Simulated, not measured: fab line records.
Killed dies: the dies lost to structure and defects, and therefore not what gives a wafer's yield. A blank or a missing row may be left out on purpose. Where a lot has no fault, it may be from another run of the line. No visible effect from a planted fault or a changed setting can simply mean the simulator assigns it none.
Which tool was responsible? / flow berkeley cmos170 / 24 lots with 72 wafers sampled at 6 steps, on a route of 331 steps

== WHAT THE GAUGES SHOWED, per wafer ==
UCB170_PWELL_THK_MEAS_03. Usual: for PWELL_OXIDE_THK the level is 26.6 nm and the standard deviation is 0.58.
lot=L074; measured=day 3 00:56; on=film metro-03; PWELL_OXIDE_THK (nm)=25.9 25.9 25.9; flag=
lot=L075; measured=day 3 09:10; on=film metro-02; PWELL_OXIDE_THK (nm)=26.3 26.7 26.6; flag=
lot=L076; measured=day 3 09:11; on=film metro-04; PWELL_OXIDE_THK (nm)=27.7 27.4 27.3; flag=
lot=L077; measured=day 3 15:23; on=film metro-03; PWELL_OXIDE_THK (nm)=25.6 25.4 25.6; flag=
lot=L078; measured=day 3 19:23; on=film metro-04; PWELL_OXIDE_THK (nm)=26.4 26.7 26.6; flag=
lot=L079; measured=day 3 19:24; on=film metro-03; PWELL_OXIDE_THK (nm)=25.9 25.9 26.2; flag=
lot=L080; measured=day 4 07:50; on=film metro-04; PWELL_OXIDE_THK (nm)=26.7 27.4 27.2; flag=
lot=L082; measured=day 4 14:10; on=film metro-02; PWELL_OXIDE_THK (nm)=27.1 27.1 26.9; flag=
lot=L081; measured=day 4 14:10; on=film metro-03; PWELL_OXIDE_THK (nm)=26.5 26.7 26.5; flag=
lot=L083; measured=day 4 14:10; on=film metro-04; PWELL_OXIDE_THK (nm)=27.1 27.2 26.8; flag=
lot=L084; measured=day 5 02:06; on=film metro-04; PWELL_OXIDE_THK (nm)=26.9 27.1 26.9; flag=
lot=L085; measured=day 5 02:07; on=film metro-03; PWELL_OXIDE_THK (nm)=25.3 26.0 25.2; flag=
lot=L086; measured=day 5 08:56; on=film metro-04; PWELL_OXIDE_THK (nm)=26.8 26.9 27.1; flag=
lot=L087; measured=day 6 00:59; on=film metro-02; PWELL_OXIDE_THK (nm)=26.5 25.7 26.1; flag=
lot=L088; measured=day 6 00:59; on=film metro-03; PWELL_OXIDE_THK (nm)=26.9 26.3 27.3; flag=
lot=L089; measured=day 6 05:40; on=film metro-02; PWELL_OXIDE_THK (nm)=27.4 27.5 27.1; flag=
lot=L091; measured=day 6 05:43; on=film metro-02; PWELL_OXIDE_THK (nm)=26.6 26.7 27.2; flag=
lot=L090; measured=day 6 05:46; on=film metro-02; PWELL_OXIDE_THK (nm)=25.9 25.7 25.7; flag=
lot=L092; measured=day 6 17:46; on=film metro-03; PWELL_OXIDE_THK (nm)=25.8 25.7 25.9; flag=
lot=L093; measured=day 6 17:45; on=film metro-02; PWELL_OXIDE_THK (nm)=26.3 26.4 26.4; flag=
lot=L094; measured=day 6 20:08; on=film metro-03; PWELL_OXIDE_THK (nm)=26.5 26.3 26.6; flag=
lot=L095; measured=day 6 20:10; on=film metro-02; PWELL_OXIDE_THK (nm)=26.7 26.1 26.4; flag=
lot=L096; measured=day 7 02:43; on=film metro-03; PWELL_OXIDE_THK (nm)=27.0 26.9 27.0; flag=
lot=L097; measured=day 7 09:44; on=film metro-02; PWELL_OXIDE_THK (nm)=27.2 27.4 27.2; flag=

UCB170_PWELL_OVL_MEAS_13. Usual: for PWELL_OVL the level is -1 nm and the standard deviation is 5.5.
lot=L074; measured=day 3 10:46; on=overlay-02; PWELL_OVL (nm)=4 -1 7; flag=
lot=L075; measured=day 3 18:19; on=overlay-02; PWELL_OVL (nm)=7 -1 6; flag=
lot=L076; measured=day 3 18:13; on=overlay-01; PWELL_OVL (nm)=-12 -1 -11; flag=
lot=L077; measured=day 3 23:20; on=overlay-02; PWELL_OVL (nm)=0 1 3; flag=
lot=L078; measured=day 4 05:25; on=overlay-02; PWELL_OVL (nm)=2 6 -3; flag=
lot=L079; measured=day 4 05:40; on=overlay-02; PWELL_OVL (nm)=-1 0 -3; flag=
lot=L080; measured=day 4 17:11; on=overlay-02; PWELL_OVL (nm)=0 -4 -4; flag=
lot=L082; measured=day 4 23:43; on=overlay-02; PWELL_OVL (nm)=3 7 9; flag=
lot=L081; measured=day 4 23:46; on=overlay-01; PWELL_OVL (nm)=-1 -8 -2; flag=
lot=L083; measured=day 4 23:59; on=overlay-01; PWELL_OVL (nm)=7 1 2; flag=
lot=L084; measured=day 5 11:46; on=overlay-01; PWELL_OVL (nm)=8 12 8; flag=
lot=L085; measured=day 5 11:48; on=overlay-02; PWELL_OVL (nm)=-9 -5 -7; flag=
lot=L086; measured=day 5 18:18; on=overlay-01; PWELL_OVL (nm)=-1 -3 9; flag=
lot=L087; measured=day 6 09:14; on=overlay-01; PWELL_OVL (nm)=-3 4 -2; flag=
lot=L088; measured=day 6 08:58; on=overlay-01; PWELL_OVL (nm)=-6 -10 -8; flag=
lot=L089; measured=day 6 11:17; on=overlay-01; PWELL_OVL (nm)=-5 -1 -13; flag=
lot=L091; measured=day 6 11:23; on=overlay-02; PWELL_OVL (nm)=-6 -4 1; flag=
lot=L090; measured=day 6 11:30; on=overlay-01; PWELL_OVL (nm)=-6 3 5; flag=
lot=L092; measured=day 7 01:32; on=overlay-01; PWELL_OVL (nm)=-2 -5 -11; flag=
lot=L093; measured=day 7 01:48; on=overlay-01; PWELL_OVL (nm)=8 -2 -2; flag=
lot=L094; measured=day 7 03:51; on=overlay-02; PWELL_OVL (nm)=0 0 -2; flag=
lot=L095; measured=day 7 03:49; on=overlay-01; PWELL_OVL (nm)=-9 -1 0; flag=
lot=L096; measured=day 7 09:37; on=overlay-02; PWELL_OVL (nm)=-6 3 -5; flag=
lot=L097; measured=day 7 16:08; on=overlay-02; PWELL_OVL (nm)=4 11 6; flag=

UCB170_ACTIVE_CD_MEAS_90 targets a cd of 1200 nm. Usual: cd nm at 1200.1 nm, with a standard deviation of 1.5.
lot=L074; measured=day 4 14:39; on=cd sem-02; cd nm (nm)=1202.6 1203.7 1203.3; flag=
lot=L075; measured=day 5 01:17; on=cd sem-02; cd nm (nm)=1202.1 1202.4 1200.9; flag=
lot=L076; measured=day 5 01:32; on=cd sem-01; cd nm (nm)=1200.6 1199.7 1201.1; flag=
lot=L077; measured=day 5 11:29; on=cd sem-01; cd nm (nm)=1201.5 1201.2 1201.3; flag=
lot=L078; measured=day 5 23:03; on=cd sem-02; cd nm (nm)=1199.8 1200.8 1200.2; flag=
lot=L079; measured=day 5 23:13; on=cd sem-01; cd nm (nm)=1198.8 1198.8 1198.9; flag=
lot=L080; measured=day 6 04:49; on=cd sem-02; cd nm (nm)=1202.1 1201.6 1201.6; flag=
lot=L082; measured=day 6 04:04; on=cd sem-01; cd nm (nm)=1196.9 1198.9 1199.8; flag=
lot=L081; measured=day 6 05:14; on=cd sem-01; cd nm (nm)=1201.0 1201.0 1202.4; flag=
lot=L083; measured=day 6 04:23; on=cd sem-01; cd nm (nm)=1198.3 1199.5 1200.6; flag=
lot=L084; measured=day 6 17:22; on=cd sem-02; cd nm (nm)=1199.3 1200.8 1200.8; flag=
lot=L085; measured=day 6 17:41; on=cd sem-02; cd nm (nm)=1200.6 1200.6 1201.0; flag=
lot=L086; measured=day 6 17:38; on=cd sem-01; cd nm (nm)=1200.6 1201.0 1200.3; flag=
lot=L087; measured=day 7 11:18; on=cd sem-02; cd nm (nm)=1201.0 1201.0 1201.5; flag=
lot=L088; measured=day 7 10:26; on=cd sem-02; cd nm (nm)=1201.5 1199.0 1199.4; flag=
lot=L089; measured=day 7 11:33; on=cd sem-01; cd nm (nm)=1197.5 1198.4 1196.9; flag=
lot=L091; measured=day 7 10:59; on=cd sem-01; cd nm (nm)=1199.6 1200.9 1200.6; flag=
lot=L090; measured=day 7 10:41; on=cd sem-01; cd nm (nm)=1197.7 1197.4 1198.1; flag=
lot=L092; measured=day 8 00:14; on=cd sem-02; cd nm (nm)=1199.0 1199.8 1199.6; flag=
lot=L093; measured=day 8 05:38; on=cd sem-02; cd nm (nm)=1199.6 1200.2 1199.4; flag=
lot=L094; measured=day 8 05:50; on=cd sem-02; cd nm (nm)=1199.5 1198.5 1198.8; flag=
lot=L095; measured=day 8 05:56; on=cd sem-01; cd nm (nm)=1198.9 1198.7 1197.8; flag=
lot=L096; measured=day 8 15:11; on=cd sem-01; cd nm (nm)=1198.6 1199.4 1201.4; flag=
lot=L097; measured=day 8 19:55; on=cd sem-02; cd nm (nm)=1200.6 1201.3 1199.6; flag=

UCB170_GATE_THK_MEAS_05. Usual: for GATE_POLY_THK the level is 214.2 nm and the standard deviation is 1.7.
lot=L074; measured=day 6 18:38; on=film metro-01; GATE_POLY_THK (nm)=213.1 214.1 214.6; flag=
lot=L075; measured=day 6 18:35; on=film metro-02; GATE_POLY_THK (nm)=216.4 218.7 215.7; flag=
lot=L076; measured=day 7 02:46; on=film metro-02; GATE_POLY_THK (nm)=214.7 215.9 214.7; flag=
lot=L077; measured=day 7 02:47; on=film metro-01; GATE_POLY_THK (nm)=215.7 215.7 214.7; flag=
lot=L078; measured=day 7 12:31; on=film metro-02; GATE_POLY_THK (nm)=214.4 215.1 214.8; flag=
lot=L079; measured=day 7 12:32; on=film metro-01; GATE_POLY_THK (nm)=215.1 213.8 215.3; flag=
lot=L080; measured=day 7 18:00; on=film metro-01; GATE_POLY_THK (nm)=212.8 212.5 214.1; flag=
lot=L082; measured=day 7 17:59; on=film metro-02; GATE_POLY_THK (nm)=215.6 214.0 214.0; flag=
lot=L081; measured=day 7 18:04; on=film metro-01; GATE_POLY_THK (nm)=212.4 213.6 214.0; flag=
lot=L083; measured=day 7 18:04; on=film metro-02; GATE_POLY_THK (nm)=211.7 211.9 211.8; flag=
lot=L084; measured=day 8 07:49; on=film metro-01; GATE_POLY_THK (nm)=213.3 211.8 212.3; flag=
lot=L085; measured=day 8 07:50; on=film metro-04; GATE_POLY_THK (nm)=213.7 213.3 212.5; flag=
lot=L086; measured=day 8 07:53; on=film metro-04; GATE_POLY_THK (nm)=214.9 213.9 212.8; flag=
lot=L087; measured=day 9 06:39; on=film metro-02; GATE_POLY_THK (nm)=216.2 214.2 213.6; flag=
lot=L088; measured=day 9 06:37; on=film metro-01; GATE_POLY_THK (nm)=210.0 209.7 210.3; flag=
lot=L089; measured=day 9 06:43; on=film metro-02; GATE_POLY_THK (nm)=213.4 215.1 214.8; flag=
lot=L091; measured=day 9 06:39; on=film metro-04; GATE_POLY_THK (nm)=212.5 214.8 213.7; flag=
lot=L090; measured=day 9 06:40; on=film metro-01; GATE_POLY_THK (nm)=213.8 213.0 216.4; flag=
lot=L092; measured=day 10 03:16; on=film metro-04; GATE_POLY_THK (nm)=212.5 212.2 212.6; flag=
lot=L093; measured=day 10 03:19; on=film metro-01; GATE_POLY_THK (nm)=214.6 212.8 212.6; flag=
lot=L094; measured=day 10 03:15; on=film metro-01; GATE_POLY_THK (nm)=218.8 218.6 216.2; flag=
lot=L095; measured=day 10 03:19; on=film metro-04; GATE_POLY_THK (nm)=215.2 214.7 215.3; flag=
lot=L096; measured=day 10 14:14; on=film metro-04; GATE_POLY_THK (nm)=216.6 214.3 216.3; flag=
lot=L097; measured=day 10 21:01; on=film metro-01; GATE_POLY_THK (nm)=213.3 214.3 214.7; flag=

UCB170_M3_BOW_MEAS_20. Usual: for M3_BOW the level is 37 um and the standard deviation is 7.2.
lot=L074; measured=day 8 15:17; on=film metro-01; M3_BOW (um)=49 35 37; flag=
lot=L075; measured=day 8 14:39; on=film metro-03; M3_BOW (um)=43 38 46; flag=
lot=L076; measured=day 9 00:16; on=film metro-03; M3_BOW (um)=27 38 31; flag=
lot=L077; measured=day 8 23:46; on=film metro-02; M3_BOW (um)=37 34 36; flag=
lot=L078; measured=day 9 06:46; on=film metro-03; M3_BOW (um)=36 31 36; flag=
lot=L079; measured=day 9 07:07; on=film metro-01; M3_BOW (um)=39 28 41; flag=
lot=L080; measured=day 9 17:32; on=film metro-02; M3_BOW (um)=46 27 38; flag=
lot=L082; measured=day 9 17:25; on=film metro-01; M3_BOW (um)=50 32 45; flag=
lot=L081; measured=day 9 18:08; on=film metro-02; M3_BOW (um)=31 32 48; flag=
lot=L083; measured=day 9 15:45; on=film metro-01; M3_BOW (um)=37 42 37; flag=
lot=L084; measured=day 10 03:38; on=film metro-03; M3_BOW (um)=37 39 34; flag=
lot=L085; measured=day 10 03:15; on=film metro-02; M3_BOW (um)=32 31 29; flag=
lot=L086; measured=day 10 02:35; on=film metro-03; M3_BOW (um)=36 35 39; flag=
lot=L087; measured=day 11 08:05; on=film metro-01; M3_BOW (um)=38 30 21; flag=
lot=L088; measured=day 11 05:08; on=film metro-02; M3_BOW (um)=43 28 47; flag=
lot=L089; measured=day 11 05:35; on=film metro-03; M3_BOW (um)=37 43 47; flag=
lot=L091; measured=day 11 08:19; on=film metro-02; M3_BOW (um)=39 40 33; flag=
lot=L090; measured=day 11 08:11; on=film metro-03; M3_BOW (um)=33 39 30; flag=
lot=L092; measured=day 12 02:12; on=film metro-03; M3_BOW (um)=36 36 48; flag=
lot=L093; measured=day 12 00:56; on=film metro-02; M3_BOW (um)=29 31 24; flag=
lot=L094; measured=day 12 01:10; on=film metro-03; M3_BOW (um)=46 41 37; flag=
lot=L095; measured=day 12 01:56; on=film metro-01; M3_BOW (um)=39 39 39; flag=
lot=L096; measured=day 12 07:37; on=film metro-03; M3_BOW (um)=53 25 48; flag=
lot=L097; measured=day 12 15:11; on=film metro-03; M3_BOW (um)=36 44 33; flag=

== WHICH TOOL RAN EACH LOT (tool, then ch and the chambers of the sampled wafers, then the start) ==
lot=L074; UCB170_ZERO_ETCH_06=rie diel-04 ch 1,2, day 1 21:18
lot=L075; UCB170_ZERO_ETCH_06=rie diel-01 ch 0,2,3, day 2 03:03
lot=L076; UCB170_ZERO_ETCH_06=rie diel-04 ch 1,2,3, day 2 07:35
lot=L077; UCB170_ZERO_ETCH_06=rie diel-01 ch 0,2,3, day 2 14:32
lot=L078; UCB170_ZERO_ETCH_06=rie diel-01 ch 0,2, day 2 18:08
lot=L079; UCB170_ZERO_ETCH_06=rie diel-04 ch 0,2,3, day 2 19:55
lot=L080; UCB170_ZERO_ETCH_06=rie diel-01 ch 0,1,3, day 3 05:36
lot=L082; UCB170_ZERO_ETCH_06=rie diel-01 ch 0,1,3, day 3 11:33
lot=L081; UCB170_ZERO_ETCH_06=rie diel-01 ch 0,1,2, day 3 11:48
lot=L083; UCB170_ZERO_ETCH_06=rie diel-03 ch 0,1,2, day 3 17:53
lot=L084; UCB170_ZERO_ETCH_06=rie diel-04 ch 0,2,3, day 3 23:17
lot=L085; UCB170_ZERO_ETCH_06=rie diel-03 ch 0,1, day 4 02:17
lot=L086; UCB170_ZERO_ETCH_06=rie diel-01 ch 1,2,3, day 4 06:58
lot=L087; UCB170_ZERO_ETCH_06=rie diel-01 ch 0,2,3, day 4 13:11
lot=L088; UCB170_ZERO_ETCH_06=rie diel-01 ch 1,2,3, day 4 20:06
lot=L089; UCB170_ZERO_ETCH_06=rie diel-04 ch 0,1, day 5 03:07
lot=L091; UCB170_ZERO_ETCH_06=rie diel-04 ch 0,2,3, day 5 09:29
lot=L090; UCB170_ZERO_ETCH_06=rie diel-01 ch 0,1,2, day 5 09:52
lot=L092; UCB170_ZERO_ETCH_06=rie diel-01 ch 0,2,3, day 5 16:23
lot=L093; UCB170_ZERO_ETCH_06=rie diel-01 ch 0,2, day 5 22:32
lot=L094; UCB170_ZERO_ETCH_06=rie diel-01 ch 2,3, day 6 01:23
lot=L095; UCB170_ZERO_ETCH_06=rie diel-03 ch 2,3, day 6 01:50
lot=L096; UCB170_ZERO_ETCH_06=rie diel-01 ch 2,3, day 6 08:08
lot=L097; UCB170_ZERO_ETCH_06=rie diel-01 ch 2,3, day 6 13:45
- UCB170_ZERO_ETCH_06: etches SiO2 in CHF3/CF4/Ar, time 12 s.

== AS READ BY THE TOOLS THEMSELVES (means over the sampled wafers that have a number; for cases with no such wafer, the mark the record gives instead) ==
UCB170_ZERO_ETCH_06. Usual: CHF3_flow_sccm 50.02 sccm, standard deviation 0.15; cf4 flow sccm 9.998 sccm, standard deviation 0.03; drypump motor current A 5.8 A, standard deviation 0.45; oes product au 0.620 a.u., standard deviation 0.01; throttle valve pct 9.25 %, standard deviation 0.18.
lot=L074; tool=rie diel-04; CHF3_flow_sccm (sccm)=50.15; cf4 flow sccm (sccm)=10.018; drypump motor current A (A)=5.7; oes product au (a.u.)=0.628; throttle valve pct (%)=9.17; flag=
lot=L075; tool=rie diel-01; CHF3_flow_sccm (sccm)=50.04; cf4 flow sccm (sccm)=10.009; drypump motor current A (A)=5.8; oes product au (a.u.)=0.622; throttle valve pct (%)=9.37; flag=
lot=L076; tool=rie diel-04; CHF3_flow_sccm (sccm)=49.73; cf4 flow sccm (sccm)=9.988; drypump motor current A (A)=6.0; oes product au (a.u.)=0.614; throttle valve pct (%)=9.14; flag=
lot=L077; tool=rie diel-01; CHF3_flow_sccm (sccm)=50.12; cf4 flow sccm (sccm)=10.002; drypump motor current A (A)=5.8; oes product au (a.u.)=0.619; throttle valve pct (%)=9.37; flag=
lot=L078; tool=rie diel-01; CHF3_flow_sccm (sccm)=50.07; cf4 flow sccm (sccm)=9.986; drypump motor current A (A)=6.1; oes product au (a.u.)=0.621; throttle valve pct (%)=9.28; flag=
lot=L079; tool=rie diel-04; CHF3_flow_sccm (sccm)=50.00; cf4 flow sccm (sccm)=10.011; drypump motor current A (A)=5.9; oes product au (a.u.)=0.620; throttle valve pct (%)=9.22; flag=
lot=L080; tool=rie diel-01; CHF3_flow_sccm (sccm)=49.95; cf4 flow sccm (sccm)=9.992; drypump motor current A (A)=5.8; oes product au (a.u.)=0.619; throttle valve pct (%)=9.32; flag=
lot=L082; tool=rie diel-01; CHF3_flow_sccm (sccm)=50.01; cf4 flow sccm (sccm)=9.979; drypump motor current A (A)=5.8; oes product au (a.u.)=0.621; throttle valve pct (%)=9.32; flag=
lot=L081; tool=rie diel-01; CHF3_flow_sccm (sccm)=50.02; cf4 flow sccm (sccm)=9.998; drypump motor current A (A)=6.1; oes product au (a.u.)=0.627; throttle valve pct (%)=9.21; flag=
lot=L083; tool=rie diel-03; CHF3_flow_sccm (sccm)=49.90; cf4 flow sccm (sccm)=9.968; drypump motor current A (A)=5.7; oes product au (a.u.)=0.613; throttle valve pct (%)=9.25; flag=
lot=L084; tool=rie diel-04; CHF3_flow_sccm (sccm)=50.06; cf4 flow sccm (sccm)=10.002; drypump motor current A (A)=5.9; oes product au (a.u.)=0.614; throttle valve pct (%)=9.21; flag=
lot=L085; tool=rie diel-03; CHF3_flow_sccm (sccm)=50.11; cf4 flow sccm (sccm)=9.998; drypump motor current A (A)=5.9; oes product au (a.u.)=0.609; throttle valve pct (%)=9.31; flag=
lot=L086; tool=rie diel-01; CHF3_flow_sccm (sccm)=50.10; cf4 flow sccm (sccm)=9.998; drypump motor current A (A)=5.6; oes product au (a.u.)=0.622; throttle valve pct (%)=9.21; flag=
lot=L087; tool=rie diel-01; CHF3_flow_sccm (sccm)=50.04; cf4 flow sccm (sccm)=10.020; drypump motor current A (A)=5.8; oes product au (a.u.)=0.622; throttle valve pct (%)=9.36; flag=
lot=L088; tool=rie diel-01; CHF3_flow_sccm (sccm)=50.07; cf4 flow sccm (sccm)=9.971; drypump motor current A (A)=5.6; oes product au (a.u.)=0.623; throttle valve pct (%)=9.21; flag=
lot=L089; tool=rie diel-04; CHF3_flow_sccm (sccm)=49.97; cf4 flow sccm (sccm)=10.022; drypump motor current A (A)=5.7; oes product au (a.u.)=0.623; throttle valve pct (%)=9.15; flag=
lot=L091; tool=rie diel-04; CHF3_flow_sccm (sccm)=50.00; cf4 flow sccm (sccm)=9.986; drypump motor current A (A)=6.0; oes product au (a.u.)=0.616; throttle valve pct (%)=9.21; flag=
lot=L090; tool=rie diel-01; CHF3_flow_sccm (sccm)=49.95; cf4 flow sccm (sccm)=10.011; drypump motor current A (A)=6.1; oes product au (a.u.)=0.627; throttle valve pct (%)=9.22; flag=
lot=L092; tool=rie diel-01; CHF3_flow_sccm (sccm)=50.09; cf4 flow sccm (sccm)=9.992; drypump motor current A (A)=5.8; oes product au (a.u.)=0.617; throttle valve pct (%)=9.37; flag=
lot=L093; tool=rie diel-01; CHF3_flow_sccm (sccm)=50.05; cf4 flow sccm (sccm)=9.983; drypump motor current A (A)=6.1; oes product au (a.u.)=0.625; throttle valve pct (%)=9.27; flag=
lot=L094; tool=rie diel-01; CHF3_flow_sccm (sccm)=50.10; cf4 flow sccm (sccm)=10.041; drypump motor current A (A)=5.6; oes product au (a.u.)=0.626; throttle valve pct (%)=9.26; flag=
lot=L095; tool=rie diel-03; CHF3_flow_sccm (sccm)=49.81; cf4 flow sccm (sccm)=10.006; drypump motor current A (A)=5.6; oes product au (a.u.)=0.619; throttle valve pct (%)=9.29; flag=
lot=L096; tool=rie diel-01; CHF3_flow_sccm (sccm)=50.01; cf4 flow sccm (sccm)=10.011; drypump motor current A (A)=5.3; oes product au (a.u.)=0.617; throttle valve pct (%)=9.35; flag=
lot=L097; tool=rie diel-01; CHF3_flow_sccm (sccm)=50.18; cf4 flow sccm (sccm)=10.028; drypump motor current A (A)=5.6; oes product au (a.u.)=0.621; throttle valve pct (%)=9.27; flag=

== THE ANSWER, worked out from the rows above alone ==
Rule: a lot counts as off when the mean over its wafers that have a number is more than 3 standard deviations away from the usual mean. Also off: a lot with no number at a reading for which 4 or more lots have one. The other lots that the step has rows for count as sound. The gauges are gone through in route order, then the tools' own readings, and for those a lot's mean is taken as printed above. At the first step where some lot is off, the reading lying furthest off is the one used; lots without a number count as furthest.
Across all readings shown, no lot is off: no conclusion can be drawn from this.

== WHAT WAS PUT IN BY THE SIMULATOR ==
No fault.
